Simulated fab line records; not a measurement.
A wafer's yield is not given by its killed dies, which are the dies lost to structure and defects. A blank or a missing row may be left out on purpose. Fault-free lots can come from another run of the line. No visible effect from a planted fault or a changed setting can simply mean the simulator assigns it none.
Which tool was responsible? ; flow berkeleyCmos170 ; 42 wafers from 14 lots sampled at 3 of the route's 331 steps

WHAT EACH GAUGE READ, for each wafer
UCB170_M3_THK_MEAS_03: measures by xrf.
lot;measured;on;M3_AL_THK (nm)
L323;day 7 13:47;filmMetro-02;907 903 900
L325;day 8 00:32;filmMetro-03;919 911 923
L326;day 8 09:41;filmMetro-02;912 913 913
L327;day 8 09:17;filmMetro-01;889 888 891
L329;day 8 23:13;filmMetro-02;922 914 918
L333;day 10 01:27;filmMetro-01;917 908 906
L334;day 10 01:11;filmMetro-03;903 894 901
L335;day 10 00:11;filmMetro-02;892 897 898
L336;day 10 02:25;filmMetro-02;911 914 905
L339;day 11 01:40;filmMetro-02;903 897 894
L341;day 11 05:41;filmMetro-03;900 890 896
L342;day 11 05:35;filmMetro-02;898 890 902
L345;day 12 13:34;filmMetro-02;896 894 904
L346;day 12 13:18;filmMetro-03;902 895 903

EACH LOT AND THE TOOL THAT RAN IT (in order: tool; ch and the chambers of the sampled wafers; start)
lot;UCB170_ZERO_ETCH_06;UCB170_PWELL_IMPLANT_15
L323;rieDiel-02 ch 1,2, day 1 18:20;implanter-01 ch 0, day 2 20:50
L325;rieDiel-02 ch 0,1,3, day 2 05:51;implanter-02 ch 0, day 3 09:06
L326;rieDiel-02 ch 0,1,2, day 2 08:52;implanter-01 ch 0, day 3 15:31
L327;rieDiel-03 ch 0,3, day 2 15:31;implanter-02 ch 0, day 3 20:02
L329;rieDiel-02 ch 0,1,2, day 3 00:36;implanter-04 ch 0, day 4 10:56
L333;rieDiel-02 ch 1,2,3, day 4 00:34;implanter-01 ch 0, day 5 08:17
L334;rieDiel-04 ch 2,3, day 4 05:53;implanter-01 ch 0, day 5 16:02
L335;rieDiel-02 ch 0,2, day 4 11:13;implanter-04 ch 0, day 5 15:54
L336;rieDiel-04 ch 1,2,3, day 4 11:25;implanter-04 ch 0, day 5 16:06
L339;rieDiel-04 ch 0,1,3, day 5 03:26;implanter-01 ch 0, day 6 09:34
L341;rieDiel-04 ch 0,2,3, day 5 15:21;implanter-01 ch 0, day 6 23:43
L342;rieDiel-04 ch 0,1,2, day 5 19:13;implanter-01 ch 0, day 6 23:32
L345;rieDiel-04 ch 0,1, day 6 10:57;implanter-02 ch 0, day 7 19:06
L346;rieDiel-02 ch 1,2, day 6 15:07;implanter-04 ch 0, day 7 18:50
- UCB170_ZERO_ETCH_06: etches SiO2 in CHF3/CF4/Ar, time 12 s.
- UCB170_PWELL_IMPLANT_15

AS READ BY THE TOOLS THEMSELVES (means over the sampled wafers that have a number; for cases with no such wafer, the mark the record gives instead)
UCB170_ZERO_ETCH_06.
lot;tool;drypumpMotorCurrentA (A);oesProductAu (a.u.);throttleValvePct (%)
L323;rieDiel-02;5.7;0.612;9.19
L325;rieDiel-02;5.5;0.621;9.26
L326;rieDiel-02;5.6;0.619;9.24
L327;rieDiel-03;5.4;0.618;9.13
L329;rieDiel-02;5.6;0.615;9.24
L333;rieDiel-02;5.6;0.611;9.21
L334;rieDiel-04;5.4;0.618;9.29
L335;rieDiel-02;5.8;0.611;9.24
L336;rieDiel-04;5.3;0.613;9.26
L339;rieDiel-04;5.1;0.621;9.26
L341;rieDiel-04;5.3;0.618;9.21
L342;rieDiel-04;5.3;0.613;9.16
L345;rieDiel-04;5.1;0.621;9.20
L346;rieDiel-02;5.5;0.616;9.19

UCB170_PWELL_IMPLANT_15.
lot;tool;beamEnergyKeV
L323;implanter-01;60.006
L325;implanter-02;59.993
L326;implanter-01;60.007
L327;implanter-02;60.019
L329;implanter-04;59.992
L333;implanter-01;60.019
L334;implanter-01;59.993
L335;implanter-04;59.990
L336;implanter-04;60.003
L339;implanter-01;60.017
L341;implanter-01;57.375
L342;implanter-01;57.379
L345;implanter-02;60.017
L346;implanter-04;59.985

THE ANSWER, worked out from the rows above alone
Rule: the usual values come from the lots themselves. Put in order of their means at a reading, lots are off if they are a third of the lots or fewer, leave a main group of 4 or more, and stand apart from it by a gap of 3 or more times the standard deviation of the main group's means; of several such gaps the widest counts. If all means in a main group match to the digits the tables above print for the reading, that group is not used. A lot without any number at a reading at which 4 lots or more have one is off too. Where the step has rows for the other lots, those lots are counted as sound. Order of review: gauges by route order, followed by the tools' own readings, for which a lot's mean as printed above is used. The first step at which some lot is off is used, and at that step the reading that is off furthest; a lot without a number counts as furthest.
Off, at UCB170_PWELL_IMPLANT_15 on beamEnergyKeV: L341, L342. Main group: mean 60.003, sd 0.012.
If a tool, at that step or one of the process steps before it, ran each lot that is off and ran no sound lot following the first of them, it fits. One candidate fits, namely implanter-01 at UCB170_PWELL_IMPLANT_15. A fault onset in the window from L339 (day 6 09:34, its last sound lot) to L342 (day 6 23:32, its first lot off) fits.
The tool's own readings at UCB170_PWELL_IMPLANT_15 bear it out: on the lots that are off they differ by more than 5 times the standard deviation of the sound lots' means. beamEnergyKeV reads 57.377 there against 60.003 on the sound lots.

WHAT THE SIMULATOR PUT IN
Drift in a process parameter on implanter-01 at UCB170_PWELL_IMPLANT_15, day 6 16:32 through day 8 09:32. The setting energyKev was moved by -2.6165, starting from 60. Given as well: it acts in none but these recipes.
Lots struck among those shown: L342, L341. This agrees with what the rule above found.
